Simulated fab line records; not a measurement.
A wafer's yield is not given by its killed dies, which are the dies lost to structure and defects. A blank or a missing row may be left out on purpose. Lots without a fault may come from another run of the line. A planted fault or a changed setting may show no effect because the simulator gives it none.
fab line records	flow ritCmos
record lots=6	wafers=18	lastDay=6
route steps=202 shown PWELL@49 WELLDRIVE@50 NWELL@51 NRETRO@53 PRETRO@64 M1@202
lots untouched by any fault: they come from a run of this same line in which no faults occurred
startH: hours from the record's opening day to when the first of the lot's shown wafers began	waitH: time in hours since the lot's previous step	" the same as in the row above	L1.1+2: a single row standing in for several wafers	- no value present, or no start provided	* or withheld: withheld	< > ~ a bound
route shown NAME@n: NAME is a module with steps in the file, n the number in the route of the first one	usual: the fault-free wafers' mean and standard deviation	same: alike in all rows	chamber/n: place in a boat	sites: the reading at each site	_std_site: how widely they spread, as a standard deviation	_edge_site: outer sites' mean less inner sites'	radiusMm: for every site, how far away it sits from the centre of the wafer	mask NAME#n: copy n	behind: the most recent tool/chamber to have shaped the wafer	hold: what put the lot on hold/how long, in hours/how the hold closed	device: whichever transistor did not switch (one of n, p or np)	end of line: the tests these same wafers got at the end of their route	a step given without rows: its recipe and nothing more	killed: the dies lost at the first sort to structure and to defects; this is not the yield of the wafer	map: the dies of a wafer, with x for killed, . for not killed, _ for no die there
set.NAME: the run value of the setting; set.NAME@STEP: its run value at that earlier step	model.NAME: the simulator's own value behind a step, which no gauge read
certain route steps with their lots: each step a table, each wafer a row
services: from which hour (startH, from the record's first day; less than 0 if before it) a tool's chamber was out of use, for how many hours, and why
## steps
# step RIT_PWELL_TW_MEAS_10
# usual PWELL_TW=954/7.6
lot.wafer	tool	chamber	startH	waitH	PWELL_TW
L307.2	filmMetro-01	-	36.23	0.1	955
L307.4	"	-	"	"	955
L307.5	"	-	"	"	953
L309.2	filmMetro-04	-	43.83	0.1	961
L309.3	"	-	"	"	956
L309.4	"	-	"	"	959
L312.1	filmMetro-04	-	60.78	0.1	948
L312.5	"	-	"	"	948
L312.6	"	-	"	"	951
L317.1	filmMetro-01	-	84.78	0.1	964
L317.5	"	-	"	"	969
L317.6	"	-	"	"	957
L320.2	filmMetro-02	-	99.17	0.1	948
L320.5	"	-	"	"	953
L320.6	"	-	"	"	949
L323.2	filmMetro-04	-	115.04	0.1	954
L323.3	"	-	"	"	958
L323.6	"	-	"	"	959
# step RIT_WELLDRIVE_ANNEAL_00
# recipe tempC=1100	timeS=14700	ambient=N2
# step RIT_WELLDRIVE_RS_MEAS_01
# recipe thkMeasGauge=four-point-probe
# usual NWELL_RS=275.7/0.91
lot.wafer	tool	chamber	startH	waitH	NWELL_RS[ohm/sq]
L307.2	filmMetro-04	-	42.41	0.0	276.8
L307.4	"	-	"	"	275.9
L307.5	"	-	"	"	276.7
L309.2	filmMetro-01	-	49.78	0.0	277.3
L309.3	"	-	"	"	277.4
L309.4	"	-	"	"	276.7
L312.1	filmMetro-04	-	68.62	0.0	275.4
L312.5	"	-	"	"	275.3
L312.6	"	-	"	"	274.6
L317.1	filmMetro-02	-	89.92	0.0	276.0
L317.5	"	-	"	"	275.7
L317.6	"	-	"	"	276.4
L320.2	filmMetro-01	-	106.11	0.0	275.3
L320.5	"	-	"	"	275.8
L320.6	"	-	"	"	276.0
L323.2	filmMetro-04	-	120.22	0.0	276.5
L323.3	"	-	"	"	277.6
L323.6	"	-	"	"	276.4
# step RIT_WELLDRIVE_RS_MEAS_02
# recipe thkMeasGauge=four-point-probe
# usual PWELL_RS=429.8/1.1
lot.wafer	tool	chamber	startH	waitH	PWELL_RS[ohm/sq]
L307.2	filmMetro-04	-	42.53	0.1	429.4
L307.4	"	-	"	"	430.4
L307.5	"	-	"	"	430.3
L309.2	filmMetro-01	-	49.90	0.1	428.4
L309.3	"	-	"	"	430.7
L309.4	"	-	"	"	430.2
L312.1	filmMetro-04	-	68.74	0.1	430.5
L312.5	"	-	"	"	429.6
L312.6	"	-	"	"	428.6
L317.1	filmMetro-02	-	90.04	0.1	430.6
L317.5	"	-	"	"	430.9
L317.6	"	-	"	"	429.6
L320.2	filmMetro-01	-	106.23	0.1	429.1
L320.5	"	-	"	"	427.4
L320.6	"	-	"	"	429.9
L323.2	filmMetro-04	-	120.34	0.1	431.0
L323.3	"	-	"	"	431.5
L323.6	"	-	"	"	430.6
# step RIT_NRETRO_HMDS_00
# recipe primeTimeS=60	primeTempC=140
# step RIT_NRETRO_COAT_01
# recipe resist=NOVOLAK	spinRpm=2000	resistThkNm=1300
# step RIT_NRETRO_SOFTBAKE_02
# recipe resist=NOVOLAK	tempC=90	timeS=60
# step RIT_NRETRO_EXPOSE_03
# recipe maskId=M4	na=0.57	targetCdNm=43900	doseMj=250
# step RIT_NRETRO_PEB_04
# recipe resist=NOVOLAK	tempC=withheld	timeS=withheld
# step RIT_NRETRO_DEVELOP_05
# recipe resist=NOVOLAK	developTimeS=68	devTempC=23
# step RIT_NRETRO_OVL_MEAS_06
# usual NRETRO_OVL=-0.1/1.3
lot.wafer	tool	chamber	startH	waitH	NRETRO_OVL[nm]
L307.2	overlay-02	-	43.64	-	-2.9
L307.4	"	-	"	"	-2.2
L307.5	"	-	"	"	-0.9
L309.2	overlay-01	-	51.01	-	-0.3
L309.3	"	-	"	"	-0.2
L309.4	"	-	"	"	0.2
L312.1	overlay-01	-	69.74	-	1.1
L312.5	"	-	"	"	1.0
L312.6	"	-	"	"	0.7
L317.1	overlay-02	-	91.17	-	-0.3
L317.5	"	-	"	"	0.8
L317.6	"	-	"	"	0.5
L320.2	overlay-02	-	107.34	-	-0.5
L320.5	"	-	"	"	1.3
L320.6	"	-	"	"	0.9
L323.2	overlay-01	-	121.32	-	3.1
L323.3	"	-	"	"	0.7
L323.6	"	-	"	"	0.0
# step RIT_NRETRO_HARDBAKE_07
# recipe resist=NOVOLAK	tempC=140	timeS=120
# step RIT_NRETRO_IMPLANT_08
# recipe species=P	energyKev=70	doseCm2=1e+13	tiltDeg=7
# usual beamEnergyKeV=70.001/0.023	doseIonsCm2=1e+13/8.7e+09
# same implantIonAmu=31
lot.wafer	tool	chamber	startH	waitH	beamEnergyKeV	doseIonsCm2	model.implant.rpNm	model.implant.drpNm
L307.2	implanter-01	0	43.94	0.2	70.005	9.997e+12	80.94	33.94
L307.4	"	0	"	"	70.014	1.0014e+13	80.94	33.94
L307.5	"	0	"	"	69.986	9.996e+12	80.94	33.94
L309.2	implanter-04	0	51.31	0.2	70.045	1.0004e+13	83.07	33.94
L309.3	"	0	"	"	70.056	1.0012e+13	83.07	33.94
L309.4	"	0	"	"	70.025	9.999e+12	83.07	33.94
L312.1	implanter-04	0	70.02	0.2	79.110	1.0007e+13	94.25	37.58
L312.5	"	0	"	"	79.103	1.0008e+13	94.25	37.58
L312.6	"	0	"	"	79.079	9.988e+12	94.25	37.58
L317.1	implanter-04	0	91.45	0.2	79.120	9.993e+12	94.55	37.58
L317.5	"	0	"	"	79.101	9.998e+12	94.55	37.58
L317.6	"	0	"	"	79.125	1.0011e+13	94.55	37.58
L320.2	implanter-02	0	107.64	0.2	70.029	1.0013e+13	83.98	33.94
L320.5	"	0	"	"	69.980	1.0006e+13	83.98	33.94
L320.6	"	0	"	"	70.014	1.0002e+13	83.98	33.94
L323.2	implanter-02	0	121.63	0.2	69.970	1.0014e+13	85.6	33.94
L323.3	"	0	"	"	69.993	1.0005e+13	85.6	33.94
L323.6	"	0	"	"	69.984	9.997e+12	85.6	33.94
# step RIT_NRETRO_STRIP_09
# recipe chemistry=O2	timeS=180	resist=NOVOLAK	platenTempC=withheld	powerW=500	pressureMtorr=4000	o2FlowSccm=4000
# usual drypumpMotorCurrentA=5.66/0.27	o2FlowSccm=4000/12
lot.wafer	tool	chamber	startH	waitH	drypumpMotorCurrentA	o2FlowSccm	rfHoursCounterH
L307.2	plasmaAsher-03	1	44.07	0.1	5.33	4015	26
L307.4	"	1	"	"	5.33	3990	-
L307.5	"	1	"	"	5.32	3999	-
L309.2	plasmaAsher-01	0	51.44	0.1	6.05	3983	39
L309.3	"	0	"	"	6.00	3981	-
L309.4	"	1	"	"	5.55	4009	-
L312.1	plasmaAsher-01	1	70.17	0.1	5.56	3994	41
L312.5	"	0	"	"	6.01	4000	-
L312.6	"	1	"	"	5.55	4014	-
L317.1	plasmaAsher-03	0	91.60	0.1	6.03	3977	31
L317.5	"	1	"	"	5.34	4022	-
L317.6	"	0	"	"	6.05	4001	-
L320.2	plasmaAsher-04	0	107.77	0.1	5.43	4009	44
L320.5	"	0	"	"	5.43	4009	-
L320.6	"	1	"	"	5.63	4027	-
L323.2	plasmaAsher-04	1	121.75	0.1	5.63	4001	47
L323.3	"	0	"	"	5.41	3995	-
L323.6	"	1	"	"	5.63	3997	-
# step RIT_NRETRO_TW_MEAS_10
# usual NRETRO_TW=1046/9
lot.wafer	tool	chamber	startH	waitH	NRETRO_TW
L307.2	filmMetro-02	-	44.25	0.1	1047
L307.4	"	-	"	"	1044
L307.5	"	-	"	"	1045
L309.2	filmMetro-02	-	51.62	0.1	1046
L309.3	"	-	"	"	1045
L309.4	"	-	"	"	1042
L312.1	filmMetro-03	-	70.35	0.1	1071
L312.5	"	-	"	"	1073
L312.6	"	-	"	"	1071
L317.1	filmMetro-03	-	91.78	0.1	1065
L317.5	"	-	"	"	1068
L317.6	"	-	"	"	1066
L320.2	filmMetro-01	-	107.95	0.1	1059
L320.5	"	-	"	"	1054
L320.6	"	-	"	"	1062
L323.2	filmMetro-03	-	121.94	0.1	1046
L323.3	"	-	"	"	1043
L323.6	"	-	"	"	1046
# step RIT_PRETRO_HMDS_00
# recipe primeTimeS=60	primeTempC=140
# step RIT_M1_PROBE_99
# usual killedAtContacts=0.1/0.32	killedAtFrontEnd=6/3.1	killedDies=7/3.2	killedOpen=3.1/1.9	killedShort=3.5/2.2
# same grossDies=264	killed_at_M0_to_M3=0	killed_at_M4_up=0	killedAtBackSide=0	killedAtOther=0
lot.wafer	tool	chamber	startH	waitH	killedAtContacts	killedAtFrontEnd	killedDies	killedOpen	killedShort	model.etest.capPGate.cMinFfUm2	model.etest.pmos_0p15.vtLongV	model.etest.pmosNarrow.vtV	model.etest.pmos_0p3.vtV	model.etest.pmos_0p3.vtSatV
L307.2	prober-01	-	74.14	0.1	0	3	3	1	2	2.333	-0.5618	-0.4812	-0.5031	-0.4793
L307.4	prober-01	-	74.24	0.2	0	11	11	5	6	2.358	-0.5492	-0.4706	-0.4872	-0.4656
L307.5	prober-01	-	74.29	0.2	0	5	5	1	4	2.347	-0.5615	-0.4812	-0.5023	-0.476
L309.2	prober-02	-	89.68	0.1	0	5	5	3	2	2.353	-0.557	-0.476	-0.4966	-0.4744
L309.3	prober-02	-	89.73	0.2	0	7	7	3	4	2.33	-0.5622	-0.4803	-0.5027	-0.4824
L309.4	prober-02	-	89.78	0.2	1	9	10	7	3	2.345	-0.5625	-0.482	-0.5002	-0.4767
L312.1	prober-01	-	98.20	0.1	0	8	8	3	5	2.294	-0.5473	-0.4644	-0.4896	-0.4665
L312.5	prober-01	-	98.40	0.2	0	5	5	2	3	2.302	-0.5429	-0.4637	-0.4864	-0.4624
L312.6	prober-01	-	98.45	0.2	1	3	4	1	3	2.317	-0.5362	-0.4581	-0.4795	-0.4587
L317.1	prober-02	-	122.02	0.1	0	3	3	2	1	2.292	-0.5582	-0.4789	-0.5024	-0.4803
L317.5	prober-02	-	122.22	0.2	0	13	13	4	9	2.291	-0.553	-0.4779	-0.4996	-0.4764
L317.6	prober-02	-	122.27	0.2	1	6	7	4	3	2.292	-0.5621	-0.483	-0.5028	-0.4807
L320.2	prober-01	-	136.69	0.1	0	1	1	0	1	2.342	-0.5535	-0.4735	-0.4954	-0.472
L320.5	prober-01	-	136.84	0.2	0	9	9	6	3	2.338	-0.5569	-0.4795	-0.4993	-0.4769
L320.6	prober-01	-	136.89	0.2	0	14	14	9	5	2.339	-0.5529	-0.4755	-0.4959	-0.4726
L323.2	prober-02	-	153.40	0.1	0	5	5	3	2	2.321	-0.5689	-0.4902	-0.5117	-0.4873
L323.3	prober-02	-	153.45	0.2	0	6	6	2	4	2.319	-0.5712	-0.4902	-0.5086	-0.4889
L323.6	prober-02	-	153.60	0.2	0	2	2	2	0	2.308	-0.5769	-0.497	-0.5139	-0.491
# killed by level:class
L307.2 REOX:geometricParticle:short=2 REOX:geometricParticle:open=1
L307.4 FOX2:geometricParticle:short=3 FOX2:geometricParticle:open=2 GATE:geometricParticle:open=2 ACTIVE:geometricParticle:open=1 FOX1:geometricParticle:short=1 GATE:geometricParticle:short=1 REOX:geometricParticle:short=1
L307.5 REOX:geometricParticle:short=3 FOX1:geometricParticle:open=1 FOX1:geometricParticle:short=1
L309.2 SILICIDE:geometricParticle:open=2 GATE:geometricParticle:open=1 GATE:geometricParticle:short=1 SPACER:geometricParticle:short=1
L309.3 GATE:geometricParticle:short=2 FOX1:geometricParticle:open=1 GATE:geometricParticle:open=1 REOX:geometricParticle:short=1 SPACER:geometricParticle:open=1 SPACER:geometricParticle:short=1
L309.4 SPACER:geometricParticle:open=3 SILICIDE:geometricParticle:short=2 FOX1:geometricParticle:short=1 FOX2:geometricParticle:open=1 GATE:geometricParticle:open=1 SILICIDE:geometricParticle:open=1 CONTACT:geometricParticle:open=1
L312.1 SILICIDE:geometricParticle:open=3 FOX1:geometricParticle:short=1 GATE:geometricParticle:short=1 REOX:geometricParticle:short=1 SPACER:geometricParticle:short=1 SILICIDE:geometricParticle:short=1
L312.5 GATE:geometricParticle:short=2 FOX1:geometricParticle:open=1 FOX1:geometricParticle:short=1 GATE:geometricParticle:open=1
L312.6 FOX1:geometricParticle:short=1 GATE:geometricParticle:open=1 SPACER:geometricParticle:short=1 CONTACT:geometricParticle:short=1
L317.1 FOX2:geometricParticle:open=1 GATE:geometricParticle:open=1 GATE:geometricParticle:short=1
L317.5 GATE:geometricParticle:short=4 REOX:geometricParticle:open=3 REOX:geometricParticle:short=2 SPACER:geometricParticle:short=2 FOX2:geometricParticle:short=1 SPACER:geometricParticle:open=1
L317.6 REOX:geometricParticle:open=3 GATE:geometricParticle:open=1 GATE:geometricParticle:short=1 REOX:geometricParticle:short=1 CONTACT:geometricParticle:short=1
L320.2 SILICIDE:geometricParticle:short=1
L320.5 GATE:geometricParticle:short=3 REOX:geometricParticle:open=2 SILICIDE:geometricParticle:open=2 GATE:geometricParticle:open=1 SPACER:geometricParticle:open=1
L320.6 GATE:geometricParticle:open=5 GATE:geometricParticle:short=4 SPACER:geometricParticle:open=2 FOX2:geometricParticle:open=1 REOX:geometricParticle:open=1 SILICIDE:geometricParticle:short=1
L323.2 GATE:geometricParticle:open=2 FOX1:geometricParticle:short=1 GATE:geometricParticle:short=1 REOX:geometricParticle:open=1
L323.3 REOX:geometricParticle:short=2 FOX1:geometricParticle:short=1 GATE:geometricParticle:short=1 GATE:geometricParticle:open=1 SPACER:geometricParticle:open=1
L323.6 GATE:geometricParticle:open=2
## services
tool	chamber	startH	hours	kind
plasmaAsher-01	-	43.43	1.2	repair
plasmaAsher-04	-	49.04	2.8	pm
implanter-02	-	65.25	1.1	repair
plasmaAsher-04	-	85.90	2.0	repair
plasmaAsher-04	-	89.52	2.1	repair
plasmaAsher-01	-	108.75	9.0	pm
plasmaAsher-01	0	108.75	9.0	ventCycle
plasmaAsher-01	1	108.75	9.0	ventCycle
implanter-01	-	111.06	7.1	pm
plasmaAsher-01	0	117.75	-	clean
plasmaAsher-01	1	117.75	-	clean
## key
firstSign step=RIT_NRETRO_IMPLANT_08	reading=beamEnergyKeV	direction=up	sigmas=99+	usual=70.001	struck=79.106
effect step=RIT_NRETRO_TW_MEAS_10	reading=NRETRO_TW	direction=up	sigmas=2.6	usual=1046	struck=1069
modelEffect step=RIT_NRETRO_IMPLANT_08	value=implant.rpNm	without=83.24	struck=94.4
modelEffect step=RIT_M1_PROBE_99	value=etest.capPGate.cMinFfUm2	without=2.334	struck=2.298
metAt RIT_NRETRO_IMPLANT_08
struckWafers L312.1,L312.5,L312.6,L317.1,L317.5,L317.6
testerLeftOut L312,L317
onsetBetween 51.31 70.02
fault kind=processParameterDrift	tool=implanter-04	chamber=-	onsetH=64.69	steps=RIT_NRETRO_IMPLANT_08	channel=energyKev	offset=9.1	shape=step	endH=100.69	actsIn=theseRecipesOnly	stated=70
# testerLeftOut: of these lots the tester's yield and bins aren't shown, on N5 and GAA mostly nor the transistor test; their killed dies are dies lost to structure and defects alone, not to doping, threshold or leakage, so they don't give the yield
